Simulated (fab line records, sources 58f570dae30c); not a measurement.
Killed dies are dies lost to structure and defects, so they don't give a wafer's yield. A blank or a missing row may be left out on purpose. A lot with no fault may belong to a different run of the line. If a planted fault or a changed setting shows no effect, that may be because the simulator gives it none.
Which of the tools did it? -- flow berkeley_cmos170 -- Sampling: 14 lots, 42 wafers, 4 of 331 route steps

## WHAT THE GAUGES SHOWED, per wafer
UCB170_WELLDRIVE_THK_MEAS_02. Usual: WELLDRIVE_OXIDE_THK gives 197 nm (standard deviation 3.7).
lot,measured,on,WELLDRIVE_OXIDE_THK (nm),flag
L748,day 3 22:31,film_metro-04,193 193 192,
L751,day 4 06:19,film_metro-01,199 200 199,
L750,day 4 06:20,film_metro-02,195 193 193,
L753,day 4 17:02,film_metro-02,199 199 197,
L752,day 4 17:07,film_metro-02,200 196 198,
L755,day 5 05:08,film_metro-02,203 203 204,
L756,day 5 11:11,film_metro-01,204 206 203,
L758,day 5 23:58,film_metro-01,200 199 203,
L759,day 5 23:58,film_metro-04,203 202 203,
L762,day 6 20:16,film_metro-02,198 199 195,
L761,day 6 20:20,film_metro-02,194 197 195,
L764,day 7 08:46,film_metro-02,199 197 197,
L766,day 7 08:46,film_metro-04,190 192 194,
L769,day 8 13:40,film_metro-01,190 193 193,

UCB170_M3_BOW_MEAS_20. Usual: M3_BOW gives 35 um (standard deviation 7.3).
lot,measured,on,M3_BOW (um),flag
L748,day 8 18:34,film_metro-02,34 36 47,
L751,day 9 07:07,film_metro-03,28 22 31,
L750,day 9 11:07,film_metro-03,41 38 26,
L753,day 9 15:56,film_metro-03,42 26 29,
L752,day 9 17:18,film_metro-03,29 19 32,
L755,day 10 02:53,film_metro-02,42 32 30,
L756,day 10 02:01,film_metro-01,46 36 46,
L758,day 10 14:51,film_metro-01,32 25 32,
L759,day 10 16:35,film_metro-02,39 34 42,
L762,day 11 15:46,film_metro-02,41 40 40,
L761,day 11 14:46,film_metro-01,31 40 43,
L764,day 12 05:08,film_metro-03,44 41 42,
L766,day 12 05:02,film_metro-02,39 33 21,
L769,day 13 15:55,film_metro-02,45 37 48,

## TOOL THAT RAN EACH LOT (tool first, then ch and the chambers of the sampled wafers, then the start)
lot,UCB170_NLDD_STRIP_10,UCB170_M1_METAL_ETCH_12
L748,"plasma_asher-03 ch 0,1, day 7 10:19","rie_metal-01 ch 0,1, day 8 04:46"
L751,"plasma_asher-02 ch 0,1, day 7 19:23","rie_metal-02 ch 0,1, day 8 15:42"
L750,"plasma_asher-04 ch 0,1, day 7 19:38","rie_metal-04 ch 0,1, day 8 17:05"
L753,"plasma_asher-02 ch 0,1, day 8 03:14","rie_metal-02 ch 0,1, day 9 01:49"
L752,"plasma_asher-04 ch 0,1, day 8 03:24","rie_metal-01 ch 0,1, day 9 02:35"
L755,"plasma_asher-03 ch 0,1, day 8 15:10","rie_metal-02 ch 0,1, day 9 12:28"
L756,"plasma_asher-04 ch 0,1, day 8 14:51","rie_metal-01 ch 0,1, day 9 12:10"
L758,"plasma_asher-03 ch 0,1, day 9 05:13","rie_metal-01 ch 0,1, day 10 02:08"
L759,"plasma_asher-04 ch 0,1, day 9 05:10","rie_metal-02 ch 0, day 10 03:29"
L762,"plasma_asher-02 ch 0,1, day 10 05:10","rie_metal-04 ch 0,1, day 11 03:05"
L761,"plasma_asher-02 ch 0,1, day 10 04:43","rie_metal-01 ch 0,1, day 11 02:53"
L764,"plasma_asher-04 ch 0,1, day 10 19:59","rie_metal-01 ch 0,1, day 11 14:39"
L766,"plasma_asher-02 ch 1, day 10 19:44","rie_metal-02 ch 0,1, day 11 13:15"
L769,"plasma_asher-04 ch 0,1, day 12 08:50","rie_metal-02 ch 0,1, day 13 03:37"
- UCB170_NLDD_STRIP_10: strips in O2.
- UCB170_M1_METAL_ETCH_12: etches Al in Cl2/BCl3, stops on PSG, target depth 780 nm, time 132.9 s.

## WHAT THE TOOLS THEMSELVES READ (means of the sampled wafers that have a number; where no wafer has one, the mark that the record gives instead)
UCB170_NLDD_STRIP_10. Usual: drypump_motor_current_A 5.9 A, standard deviation 0.66; oes_product_au 0.734 a.u., standard deviation 0.0042; strip_time_to_endpoint_s 21.60 s, standard deviation 0.054.
lot,tool,drypump_motor_current_A (A),oes_product_au (a.u.),strip_time_to_endpoint_s (s),flag
L748,plasma_asher-03,5.9,0.731,21.50,
L751,plasma_asher-02,5.1,0.738,21.63,
L750,plasma_asher-04,6.5,0.732,21.60,
L753,plasma_asher-02,5.6,0.738,21.55,
L752,plasma_asher-04,6.4,0.735,21.62,
L755,plasma_asher-03,6.0,0.731,21.60,
L756,plasma_asher-04,6.4,0.737,21.60,
L758,plasma_asher-03,6.0,0.735,21.61,
L759,plasma_asher-04,6.4,0.738,21.60,
L762,plasma_asher-02,5.1,0.734,21.54,
L761,plasma_asher-02,5.5,0.735,21.54,
L764,plasma_asher-04,6.4,0.731,21.65,
L766,plasma_asher-02,4.6,0.729,21.60,
L769,plasma_asher-04,6.4,0.735,21.64,

UCB170_M1_METAL_ETCH_12. Usual: drypump_motor_current_A 5.8 A, standard deviation 0.53; mfc_cl2_sccm 89.96 sccm, standard deviation 0.24; oes_product_au 0.845 a.u., standard deviation 0.011; throttle_valve_pct 24.43 %, standard deviation 0.13.
lot,tool,drypump_motor_current_A (A),mfc_cl2_sccm (sccm),oes_product_au (a.u.),throttle_valve_pct (%),flag
L748,rie_metal-01,6.3,89.81,0.848,24.45,
L751,rie_metal-02,5.1,90.10,0.846,24.51,
L750,rie_metal-04,6.2,90.09,0.854,24.26,
L753,rie_metal-02,5.1,90.20,0.840,24.49,
L752,rie_metal-01,6.3,90.18,0.853,24.46,
L755,rie_metal-02,5.1,90.10,0.845,24.50,
L756,rie_metal-01,6.3,89.74,0.846,24.44,
L758,rie_metal-01,6.2,89.88,0.840,24.38,
L759,rie_metal-02,5.0,90.16,0.854,24.47,
L762,rie_metal-04,6.2,89.93,0.850,24.45,
L761,rie_metal-01,6.2,90.05,0.863,24.38,
L764,rie_metal-01,6.2,89.98,0.875,24.38,
L766,rie_metal-02,5.1,90.07,0.846,24.51,
L769,rie_metal-02,5.1,90.00,0.843,24.51,

## THE ANSWER, worked out from the rows above alone
Rule: lot off if the mean of its wafers having a number is beyond 3 standard deviations from the usual mean. A lot without any number at a reading at which 4 lots or more have one is off too. Any other lot the step has rows for is counted as sound. Order of review: gauges by route order, followed by the tools' own readings, for which a lot's mean as printed above is used. The first step at which some lot is off is used, and at that step the reading that is off furthest; a lot without a number counts as furthest.
No lot is off on any of the readings shown, so nothing can be concluded from this.

## WHAT THE SIMULATOR HAD INSERTED
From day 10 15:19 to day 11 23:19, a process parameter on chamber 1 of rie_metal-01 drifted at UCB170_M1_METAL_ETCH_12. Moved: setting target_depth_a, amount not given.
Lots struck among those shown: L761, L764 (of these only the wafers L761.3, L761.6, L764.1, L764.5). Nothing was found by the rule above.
